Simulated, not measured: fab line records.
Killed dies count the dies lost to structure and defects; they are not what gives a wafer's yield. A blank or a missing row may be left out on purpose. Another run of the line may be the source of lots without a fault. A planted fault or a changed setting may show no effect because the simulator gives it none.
Problem report in the 8D (eight disciplines) form, filled by code | flow berkeley-cmos170 | the parts of the form that need people (team, actions taken, sign-off) are left out

1. THE ISSUE
run-length-s at UCB170_V1_ETCH_14 reads a mean of 242.6 s on 6 wafers of 2 lots; wafers without a fault read 319.4 s with a standard deviation of 0.53. So: -99 or more standard deviations from the usual mean.
The step: etches SiO2 in CHF3/CF4/Ar, stops on Al, target depth 1250 nm, time 291 s.
First observed at day 10 03:56: wafer L991.1, on rie-diel-04. Wafers with a number at this step in the record: 42, from 14 lots. Rule for "out" (also "out of limits"): further than 4 standard deviations from the usual mean. The other wafers with a number count as sound.

2. WHAT IT IS; WHAT IT IS NOT
question                    | is                           | is not
which readings at this step | run-length-s, oes-product-au | drypump-motor-current-A, throttle-valve-pct
which lots                  | L991, L995                   | L102, L103, L104, L106, L984, L985, L986, L987, L990, L993, L994, L997
which wafers of those lots  | all that have a number       | -
read on which tools         | rie-diel-04                  | rie-diel-02, rie-diel-03
when                        | from day 10 03:56            | up to then (18 sound wafers); but 18 sound wafers of L102, L103, L104, L106, L993, L997 came after

3. SUSPECTS, AND WHAT RULES EACH OUT
Counting: a tool at any process step up to the reading remains a suspect when it ran all the lots that are out and ran no sound lot after the first of those.
- rie-diel-04 at UCB170_V1_ETCH_14 (etches SiO2 in CHF3/CF4/Ar, stops on Al, target depth 1250 nm, time 291 s): kept. Every lot that is out went through it, starting with L991 (day 10 03:56), and after that it ran no sound lot; the last sound lot it ran before then is L994 (day 10 02:12). Its own oes-product-au, run-length-s readings are out on those wafers.
Left after counting: rie-diel-04 at UCB170_V1_ETCH_14.

4. THE CAUSE (what the simulator had put in)
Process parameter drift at UCB170_V1_ETCH_14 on rie-diel-04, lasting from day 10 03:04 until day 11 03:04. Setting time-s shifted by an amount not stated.
Counting left only this tool.

5. THE CHAIN OF EFFECTS, in route order
Each row: a reading whose mean over the struck wafers that have a number lies more than 3 standard deviations from the usual. Scope: only readings with a usual standard deviation given in the record; hours: median across lots of the time from each lot's start at the first step in this table that gives one to its start at this step; sigmas: change in usual standard deviations.
hours | step               | reading                  | usual      | on struck wafers | change | sigmas
0     | UCB170_V1_ETCH_14  | oes-product-au           | 0.870 a.u. | 1.012            | +0.142 | +8.9
0     | UCB170_V1_ETCH_14  | run-length-s             | 319.4 s    | 242.6            | -76.8  | -99 or more
0     | UCB170_V1_STRIP_15 | strip-time-to-endpoint-s | 15.23 s    | 16.93            | +1.70  | +14
10    | UCB170_M3_PROBE_99 | defect-limited-yield     | 98.8 %     | 0.2              | -98.5  | -99 or more
10    | UCB170_M3_PROBE_99 | killed_at_M0_to_M3       | 0.8        | 260.0            | +259.2 | +99 or more
10    | UCB170_M3_PROBE_99 | killed-dies              | 3.1        | 263.3            | +260.2 | +99 or more
10    | UCB170_M3_PROBE_99 | killed-on-rim            | 0.9        | 69.7             | +68.8  | +69
10    | UCB170_M3_PROBE_99 | sort_bin_5_function      | 0.7 %      | 99.2             | +98.5  | +99 or more
10    | UCB170_M3_PROBE_99 | sort-n-pass              | 260.9      | 0.7              | -260.2 | -99 or more
10    | UCB170_M3_PROBE_99 | sort-yield-pct           | 98.8 %     | 0.2              | -98.5  | -99 or more
Its process steps:
- UCB170_V1_ETCH_14: etches SiO2 in CHF3/CF4/Ar, stops on Al, target depth 1250 nm, time 291 s.
- UCB170_V1_STRIP_15: strips in O2.
- UCB170_M3_PROBE_99

6. HOW IT WOULD HAVE BEEN CAUGHT EARLIER
In this record the first reading out of limits was taken at day 10 03:56, 1 hour after the fault began at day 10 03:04.
